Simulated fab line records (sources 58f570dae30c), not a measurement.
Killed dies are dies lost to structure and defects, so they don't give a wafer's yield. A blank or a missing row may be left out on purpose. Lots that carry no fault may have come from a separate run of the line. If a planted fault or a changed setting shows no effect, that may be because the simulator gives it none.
Split-lot study | flow berkeley-cmos170 | on a route of 331 steps: 5 lots, 23 wafers read

== ON THE SPLIT ==
At UCB170_M2_METAL_ETCH_18 (etches Al in Cl2/BCl3, stops on SiO2, target depth 1170 nm, time 195 s), the setting icp-w was moved away from the recipe's 600 W on 4 of the 23 wafers read, by -7.3% to +10.6%. All remaining wafers had this setting at the recipe value.

No step appears in the file between the split and the reading.

== THE READING ==
oes-product-au, in a.u., at UCB170_M2_STRIP_19 (strips in O2). A value of 0.534 a.u. with a standard deviation of 0.0094 a.u. is what fault-free wafers of this fab line usually give.

wafer  | tool, chamber at the split | icp-w as run, W | against the recipe | oes-product-au, a.u. | against lot-mates on the recipe
L074.1 | rie-metal-03, 0            | 600             | recipe             | 0.523                | -
L074.2 | rie-metal-03, 1            | 600             | recipe             | 0.527                | -
L074.3 | rie-metal-03, 0            | 600             | recipe             | 0.529                | -
L074.4 | rie-metal-03, 1            | 600             | recipe             | 0.537                | -
L074.6 | rie-metal-03, 1            | 600             | recipe             | 0.528                | -
L076.1 | rie-metal-03, 1            | 600             | recipe             | 0.527                | -
L076.2 | rie-metal-03, 0            | 556.4           | -7.3%              | 0.589                | +0.049
L076.3 | rie-metal-03, 0            | 600             | recipe             | 0.551                | -
L076.5 | rie-metal-03, 1            | 556.4           | -7.3%              | 0.577                | +0.037
L076.6 | rie-metal-03, 0            | 600             | recipe             | 0.542                | -
L075.1 | rie-metal-02, 0            | 600             | recipe             | 0.524                | -
L075.2 | rie-metal-02, 0            | 600             | recipe             | 0.536                | -
L075.3 | rie-metal-02, 0            | 600             | recipe             | 0.520                | -
L075.5 | rie-metal-02, 0            | 600             | recipe             | 0.526                | -
L075.6 | rie-metal-02, 0            | 600             | recipe             | 0.522                | -
L079.1 | rie-metal-04, 0            | 600             | recipe             | 0.549                | -
L079.2 | rie-metal-04, 1            | 663.5           | +10.6%             | 0.464                | -0.076
L079.3 | rie-metal-04, 1            | 600             | recipe             | 0.534                | -
L079.5 | rie-metal-04, 0            | 663.5           | +10.6%             | 0.480                | -0.060
L079.6 | rie-metal-04, 1            | 600             | recipe             | 0.536                | -
L084.2 | rie-metal-03, 1            | 600             | recipe             | 0.533                | -
L084.3 | rie-metal-03, 1            | 600             | recipe             | 0.527                | -
L084.5 | rie-metal-03, 1            | 600             | recipe             | 0.529                | -

FIT RESULTS
A straight line over all 23 wafers: oes-product-au changes by -0.00611 a.u. for each +1% of icp-w; r = -0.94; the points scatter about the line by 0.0089 a.u.
The same after taking each lot's own level away (the mean of its wafers on the recipe; 23 wafers): -0.00623 a.u. for each +1%; r = -0.97; scatter 0.0066 a.u.
On that fit, the largest move of icp-w shifts the reading by 0.066 a.u.
The lots' own levels span 0.5256 to 0.5400 a.u., that is 1.5 times the standard deviation above.
Hence the lot-to-lot level has little effect on the slope; both slopes agree.
Check: -0.0609 a.u. against its lot-mates is what the line predicts for one of the wafers moved furthest among these (+10.6%) when that wafer is left out of the fit. It came out at -0.0757 a.u. against them.

== ADDITIONAL SPLITS CARRIED BY THESE WAFERS ==
Note: prior to the reading, these wafers also went through further splits. Each is held against what the fit with the lots' levels taken away leaves over:
other split on the same wafers  | wafers away from the commonest value | r with oes-product-au (lot level and that fit taken away)
UCB170_M1_EXPOSE_06 dose-mj     | 8                                    | -0.12
UCB170_V1_CVD_00 time-s         | 5                                    | -0.19
UCB170_M2_STRIP_07 o2-flow-sccm | 11                                   | -0.15

== THE WHOLE CHAIN: every reading that the file lists as answering this split, in the file's order ==
step                    | what it does                                                           | reading                                                                   | change (the file's fit)                   | r (the file's)
UCB170_M2_METAL_ETCH_18 | etches Al in Cl2/BCl3, stops on SiO2, target depth 1170 nm, time 195 s | KrF_of_M2_COAT_10.thk-nm (the simulator's own value, which no gauge read) | -5.91 nm for each +1% of the setting      | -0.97
UCB170_M2_METAL_ETCH_18 | etches Al in Cl2/BCl3, stops on SiO2, target depth 1170 nm, time 195 s | SiO2_of_V1_CVD_00.thk-nm (the simulator's own value, which no gauge read) | -0.591 nm for each +1% of the setting     | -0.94
UCB170_M2_STRIP_19      | strips in O2                                                           | oes-product-au                                                            | -0.00623 a.u. for each +1% of the setting | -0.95

== FILE'S OWN FIT ==
oes-product-au changes by -0.00623 a.u. for each +1% of icp-w, r = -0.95.
